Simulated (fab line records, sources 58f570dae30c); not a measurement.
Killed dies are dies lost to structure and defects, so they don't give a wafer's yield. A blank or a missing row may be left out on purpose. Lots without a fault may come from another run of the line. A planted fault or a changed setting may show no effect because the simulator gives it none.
Tool commonality check | flow berkeley_cmos170 | 15 lots, 50 wafers sampled

WHY IT WAS OPENED
At UCB170_M2_CD_MEAS_15 the reading cd_nm is flagged on 3 of 15 lots. Wafers without a fault read 699.9 nm, standard deviation 1.4.
Rule: a lot is flagged when every wafer of it that has a number lies more than 4 standard deviations from that mean, or none has a number. The other lots count as sound.

lot  | measured     | on        | cd_nm (nm), wafer by wafer          | flag
L837 | day 7 16:32  | cd_sem-02 | 700.2 700.0 700.8                   |
L838 | day 8 08:17  | cd_sem-02 | 698.8 698.6 698.5                   |
L839 | day 8 08:28  | cd_sem-01 | 701.8 702.5 701.8                   |
L842 | day 9 00:20  | cd_sem-01 | 700.3 701.2 701.2                   |
L840 | day 9 00:34  | cd_sem-01 | 699.0 698.5 698.8                   |
L843 | day 9 06:04  | cd_sem-01 | 700.2 699.5 698.9                   |
L847 | day 10 05:33 | cd_sem-01 | 698.9 699.8 700.2                   |
L850 | day 10 05:47 | cd_sem-02 | 755.8 754.0 755.0 755.3 754.5 755.1 | FLAGGED
L849 | day 10 06:33 | cd_sem-01 | 758.0 758.2                         | FLAGGED
L852 | day 10 23:45 | cd_sem-02 | 755.2 753.9 755.8 755.7 754.1 755.4 | FLAGGED
L853 | day 11 00:15 | cd_sem-02 | 701.8 701.9 701.1                   |
L856 | day 12 00:44 | cd_sem-02 | 699.5 698.3 699.3                   |
L857 | day 12 00:47 | cd_sem-01 | 698.3 698.9 700.4                   |
L858 | day 12 01:03 | cd_sem-02 | 700.0 698.7 697.6                   |
L859 | day 12 02:26 | cd_sem-01 | 701.1 700.1 699.9                   |
The numbers of the flagged lots are 755.4 nm on average: +55.5 nm against the usual, or +40 standard deviations.

WHICH TOOL RAN EACH LOT
The record holds 1 process step before the reading, out of a route of 331 steps. In each cell: the tool, then ch and the chambers that the sampled wafers went through, then the start.
lot  | flag    | UCB170_M2_PEB_13
L837 |         | litho_track-04 ch 0, day 7 16:16
L838 |         | litho_track-02 ch 0, day 8 08:01
L839 |         | litho_track-04 ch 0, day 8 08:11
L842 |         | litho_track-02 ch 0, day 9 00:04
L840 |         | litho_track-01 ch 0, day 9 00:17
L843 |         | litho_track-02 ch 0, day 9 05:43
L847 |         | litho_track-01 ch 0, day 10 05:17
L850 | FLAGGED | litho_track-04 ch 0, day 10 05:32
L849 | FLAGGED | litho_track-04 ch 0, day 10 06:17
L852 | FLAGGED | litho_track-04 ch 0, day 10 23:28
L853 |         | litho_track-02 ch 0, day 10 23:59
L856 |         | litho_track-02 ch 0, day 12 00:28
L857 |         | litho_track-01 ch 0, day 12 00:32
L858 |         | litho_track-01 ch 0, day 12 00:47
L859 |         | litho_track-01 ch 0, day 12 02:10
What these steps do:
- UCB170_M2_PEB_13
- UCB170_M2_CD_MEAS_15: target cd 700 nm.

FLAGGED OVER TOTAL, TOOL BY TOOL (the gauges that took the reading come last)
step                 | tool           | lots run | flagged | share of the flagged lots | sound lots run after its first flagged lot
UCB170_M2_PEB_13     | litho_track-01 | 5        | 0       | none                      | -
UCB170_M2_PEB_13     | litho_track-02 | 5        | 0       | none                      | -
UCB170_M2_PEB_13     | litho_track-04 | 5        | 3       | all                       | 0
UCB170_M2_CD_MEAS_15 | cd_sem-01      | 8        | 1       | some                      | 2 (L857,L859)
UCB170_M2_CD_MEAS_15 | cd_sem-02      | 7        | 2       | some                      | 3 (L853,L856,L858)

WHAT THE TABLE ALLOWS
1 row of the table ran every flagged lot: litho_track-04 at UCB170_M2_PEB_13.
- litho_track-04 at UCB170_M2_PEB_13: 3 of its 5 lots flagged. Its last sound lot is L839 (day 8 08:11), its first flagged lot L850 (day 10 05:32): a fault that began between those two fits. Its own readings lie more than 4 standard deviations out on every wafer of the flagged lots: heater_power_total_W, plate_temp_C.
One tool is left: litho_track-04 at UCB170_M2_PEB_13.

WHAT THE SIMULATOR HAD PUT IN
Process parameter drift: litho_track-04, from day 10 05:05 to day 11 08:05, at UCB170_M2_PEB_13. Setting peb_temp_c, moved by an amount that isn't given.
Lots struck among those shown: L850, L849, L852. The rule above found the same.
